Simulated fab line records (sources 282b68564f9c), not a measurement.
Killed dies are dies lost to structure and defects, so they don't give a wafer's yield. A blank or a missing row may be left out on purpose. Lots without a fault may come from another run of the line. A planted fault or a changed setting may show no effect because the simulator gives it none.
A lot that was struck, set against a sound lot :: flow ritCmos :: 18 steps out of a route of 202
Sound: the wafers L737.4, L737.5, L737.6. Struck: wafers L744.1, L744.3, L744.4. The cause comes at the end.
Each step with rows lists, per side, the tool, then ch with its chambers, then its first start. Under that, the readings that differ: sound wafers :: struck wafers :: difference of the means :: sigmas: that difference in standard deviations of wafers without a fault.
alike: a reading whose means differ by less than 2 such deviations, as well as words and numbers matching on both sides. not compared: withheld readings; readings where some wafer has no value; bounds like >300 that might hide an equal value; numbers whose values overlap and for which the record gives no deviation.
A row with sigmas, a row that says differs or no value, or rows on one side alone: a step with any of these is where the two part. When numbers do not overlap yet have no deviation, they are printed without sigmas and do not part them. A reading that every wafer of one side lacks parts them only if that side has two wafers or more.

first, 2 steps without rows for these wafers: RIT_NWELL_HARDBAKE_07 (time 120 s); RIT_NWELL_IMPLANT_08.
RIT_NWELL_STRIP_09: strips in O2, time 180 s.
  sound on plasmaAsher-02 ch 0,1, day 3 08:51; struck on plasmaAsher-02 ch 0,1, day 4 19:42
  alike: drypumpMotorCurrentA
  not compared: rfHoursCounterH
RIT_NWELL_TW_MEAS_10:
  sound on filmMetro-02 at day 3 09:00; struck on filmMetro-02 at day 4 19:53
  alike: NWELL_TW
then, 6 steps without rows for these wafers: RIT_PWELL_HMDS_00 (prime time 60 s); RIT_PWELL_COAT_01 (resist thk 1300 nm); RIT_PWELL_SOFTBAKE_02 (time 60 s); RIT_PWELL_EXPOSE_03 (exposes mask M3, target cd 43700 nm); RIT_PWELL_PEB_04; RIT_PWELL_DEVELOP_05 (develop time 68 s).
RIT_PWELL_OVL_MEAS_06:
  sound on overlay-02 at day 3 09:55; struck on overlay-02 at day 4 20:49
  alike: PWELL_OVL
then, 1 step without rows for these wafers: RIT_PWELL_HARDBAKE_07 (time 120 s).
RIT_PWELL_IMPLANT_08:
  sound on implanter-04 ch 0, day 3 10:16; struck on implanter-04 ch 0, day 4 21:06
reading: doseIonsCm2
sound: 7e+13 7.003e+13 6.998e+13
struck: 1.1191e+14 1.1192e+14 1.1198e+14
difference: +4.1933e+13
sigmas: +99 or more

reading: faradayCurrentUA
sound: 227 225 228
struck: 350 344 355
difference: +123
sigmas: +26
  alike: beamEnergyKeV
RIT_PWELL_STRIP_09: strips in O2, time 180 s.
  sound on plasmaAsher-04 ch 0,1, day 3 10:24; struck on plasmaAsher-03 ch 0,1, day 4 21:15
  alike: drypumpMotorCurrentA
  not compared: rfHoursCounterH
RIT_PWELL_TW_MEAS_10:
  sound on filmMetro-01 at day 3 10:33; struck on filmMetro-03 at day 4 21:39
reading: PWELL_TW
sound: 963 957 959
struck: 1099 1095 1096
difference: +137
sigmas: +24
  not compared: hold
RIT_WELLDRIVE_RS_MEAS_01: measurement is done with a four-point probe.
  sound on filmMetro-02 at day 3 15:43; struck on filmMetro-02 at day 5 03:52
  alike: NWELL_RS
RIT_WELLDRIVE_RS_MEAS_02: measurement is done with a four-point probe.
  sound on filmMetro-02 at day 3 15:50; struck on filmMetro-02 at day 5 04:17
reading: PWELL_RS (ohm/sq)
sound: 430.5 431.8 429.9
struck: 322.2 323.1 322.6
difference: -108.1
sigmas: -98
  not compared: hold
following that, these wafers have no rows for 1 step: RIT_M1_PROBE_99.

## WHERE THEY PART
At RIT_PWELL_IMPLANT_08 first; at RIT_WELLDRIVE_RS_MEAS_02 last (within this record only).

WHY: what had been put in by the simulator
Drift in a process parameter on implanter-04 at RIT_PWELL_IMPLANT_08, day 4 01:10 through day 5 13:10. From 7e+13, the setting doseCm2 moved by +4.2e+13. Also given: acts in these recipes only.
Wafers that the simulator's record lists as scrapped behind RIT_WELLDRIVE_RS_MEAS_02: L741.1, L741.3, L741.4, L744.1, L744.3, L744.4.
